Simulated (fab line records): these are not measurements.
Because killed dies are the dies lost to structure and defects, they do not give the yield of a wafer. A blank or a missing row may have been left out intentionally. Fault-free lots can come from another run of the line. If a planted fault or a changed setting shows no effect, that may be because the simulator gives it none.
Matching of chambers | flow berkeleyCmos170 | UCB170_V1_CMP_02 on cmp-01 has 4 sister chambers
The step polishes SiO2. 18 wafers are shown with their chamber, then 9 later ones without.

## WAFERS WITH THEIR CHAMBER
wafer  | chamber | motorCurrentA (A)
L768.3 | 1       | 15.3
L768.4 | 0       | 14.4
L768.6 | 3       | 16.9
L770.3 | 3       | 14.9
L770.4 | 0       | 15.9
L770.6 | 0       | 16.2
L771.1 | 3       | 15.0
L771.2 | 2       | 13.6
L771.3 | 0       | 15.4
L775.2 | 3       | 15.8
L775.3 | 2       | 14.0
L775.5 | 2       | 14.1
L774.1 | 3       | 15.5
L774.2 | 1       | 15.1
L774.4 | 2       | 15.0
L779.1 | 0       | 17.0
L779.3 | 1       | 15.6
L779.4 | 3       | 15.5

SIGNATURES, as means of the wafers listed above
reading       | chamber 0 | chamber 1 | chamber 2 | chamber 3 | scatter within a chamber
motorCurrentA | 15.780    | 15.333    | 14.175    | 15.600    | 0.732
Rule: for each reading, subtract the chamber's mean from the wafer's reading, divide by that reading's scatter and square the result; add these up over the readings and take the root, which gives the wafer's distance from the chamber. If the next closest chamber is less than 2 further off than the closest, the wafer can't be placed; otherwise it belongs to the closest. How the scatter is found: for the shown wafers, subtract from each reading the mean of its chamber, square and add these, divide the total by (wafers less chambers), then take the root.

## WAFERS MISSING THEIR CHAMBER
wafer  | motorCurrentA (A)
L777.2 | 15.4
L777.3 | 15.7
L777.4 | 16.4
L781.2 | 16.8
L781.4 | 14.1
L781.5 | 14.8
L787.2 | 15.0
L787.3 | 15.5
L787.6 | 16.1

## THE CHAMBER EACH PASSED THROUGH
wafer  | from the rows above               | in truth
L777.2 | can't be placed: 1 or 3 or 0 or 2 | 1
L777.3 | can't be placed: 0 or 3 or 1 or 2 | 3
L777.4 | can't be placed: 0 or 3 or 1      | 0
L781.2 | can't be placed: 0 or 3 or 1      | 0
L781.4 | can't be placed: 2 or 1 or 3      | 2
L781.5 | can't be placed: 1 or 2 or 3 or 0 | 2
L787.2 | can't be placed: 1 or 3 or 0 or 2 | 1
L787.3 | can't be placed: 3 or 1 or 0 or 2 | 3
L787.6 | can't be placed: 0 or 3 or 1      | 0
Correctly placed: 0 of 9. Can't be placed from these rows: 9 (the true chamber is among the candidates in 9). Wrongly placed: 0.
